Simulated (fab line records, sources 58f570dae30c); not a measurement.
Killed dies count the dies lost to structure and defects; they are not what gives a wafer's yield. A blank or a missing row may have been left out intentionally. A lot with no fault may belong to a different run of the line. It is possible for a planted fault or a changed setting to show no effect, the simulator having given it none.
Check of tool commonality    flow berkeley cmos170    Lots sampled 14, wafers sampled 42

## WHY IT WAS OPENED
Of 14 lots, 2 have the reading M2_AL_RS flagged at UCB170_M2_RS_MEAS_02. Fault-free wafers read 0.0321 ohm/sq, with a standard deviation of 0.00039.
Rule: a lot is flagged in two cases, either no wafer of it has a number, or all its wafers with numbers fall more than 4 standard deviations from that mean. As for the other lots, they are considered sound.

lot   measured      on             M2_AL_RS (ohm/sq), wafer by wafer  flag
L558  day 7 00:29   film metro-04  0.0317 0.0320 0.0320               
L560  day 7 13:13   film metro-02  0.0316 0.0319 0.0313               
L561  day 8 02:07   film metro-03  0.0322 0.0318 0.0323               
L562  day 8 12:06   film metro-03  0.0315 0.0318 0.0314               
L564  day 8 12:14   film metro-04  0.0323 0.0322 0.0324               
L565  day 9 06:26   film metro-03  0.0321 0.0321 0.0321               
L566  day 9 12:54   film metro-04  0.0321 0.0325 0.0323               
L570  day 9 22:23   film metro-04  0.0320 0.0316 0.0315               
L567  day 9 23:01   film metro-03  0.0327 0.0324 0.0328               
L569  day 10 04:12  film metro-03  0.0324 0.0325 0.0327               
L572  day 10 11:19  film metro-03  0.0322 0.0318 0.0317               
L575  day 11 01:53  film metro-03  0.0364 0.0363 0.0359               FLAGGED
L578  day 11 14:44  film metro-03  0.0353 0.0354 0.0354               FLAGGED
L581  day 12 06:04  film metro-03  0.0319 0.0318 0.0316               
On average the flagged lots' numbers are 0.0358 ohm/sq, which is +0.0037 ohm/sq against the usual, or +9 standard deviations.

## LOT BY LOT: THE TOOL USED
The record keeps 1 process step preceding the reading, out of 331 steps on the route. Cell contents, in order: the tool; ch with the chambers the sampled wafers went through; the start.
lot   flag     UCB170_M2_SPUTTER_01
L558           pvd sputter-04, day 7 00:25
L560           pvd sputter-04, day 7 13:08
L561           pvd sputter-04, day 8 02:02
L562           pvd sputter-01, day 8 12:01
L564           pvd sputter-04, day 8 12:08
L565           pvd sputter-02, day 9 06:21
L566           pvd sputter-02, day 9 12:49
L570           pvd sputter-04, day 9 22:17
L567           pvd sputter-02, day 9 22:56
L569           pvd sputter-01, day 10 04:07
L572           pvd sputter-02, day 10 11:11
L575  FLAGGED  pvd sputter-04, day 11 01:48
L578  FLAGGED  pvd sputter-04, day 11 14:38
L581           pvd sputter-02, day 12 05:56
What these steps do:
- UCB170_M2_SPUTTER_01: material Al, target thk 900 nm, time 120 s.
- UCB170_M2_RS_MEAS_02: measures by four-point-probe.

## FLAGGED AGAINST TOTAL, ONE TOOL AT A TIME (gauges that did the reading follow at the end)
step                  tool            lots run  flagged  share of the flagged lots  sound lots run after its first flagged lot
UCB170_M2_SPUTTER_01  pvd sputter-01  2         0        none                       -
UCB170_M2_SPUTTER_01  pvd sputter-02  5         0        none                       -
UCB170_M2_SPUTTER_01  pvd sputter-04  7         2        all                        0
UCB170_M2_RS_MEAS_02  film metro-02   1         0        none                       -
UCB170_M2_RS_MEAS_02  film metro-03   9         2        all                        1 (L581)
UCB170_M2_RS_MEAS_02  film metro-04   4         0        none                       -

## WHAT IS ALLOWED BY THE TABLE
2 rows of the table ran every flagged lot: pvd sputter-04 at UCB170_M2_SPUTTER_01, film metro-03 at UCB170_M2_RS_MEAS_02.
- pvd sputter-04 at UCB170_M2_SPUTTER_01 ran 7 lots, 2 of them flagged. A fault beginning between L570 (day 9 22:17), its last sound lot, and L575 (day 11 01:48), its first flagged one, fits the data.
- film metro-03 at UCB170_M2_RS_MEAS_02 ran 9 lots, 2 of them flagged. Lots that were sound ran on it after the first flagged one (L581); a persistent fault on the entire tool would not allow that.
One tool is left: pvd sputter-04 at UCB170_M2_SPUTTER_01.

## WHAT THE SIMULATOR HAD INSERTED
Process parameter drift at UCB170_M2_SPUTTER_01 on pvd sputter-04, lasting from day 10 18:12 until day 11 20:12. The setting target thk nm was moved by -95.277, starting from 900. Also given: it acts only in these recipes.
Shown lots that were struck: L575, L578. The rule given above showed the same thing.
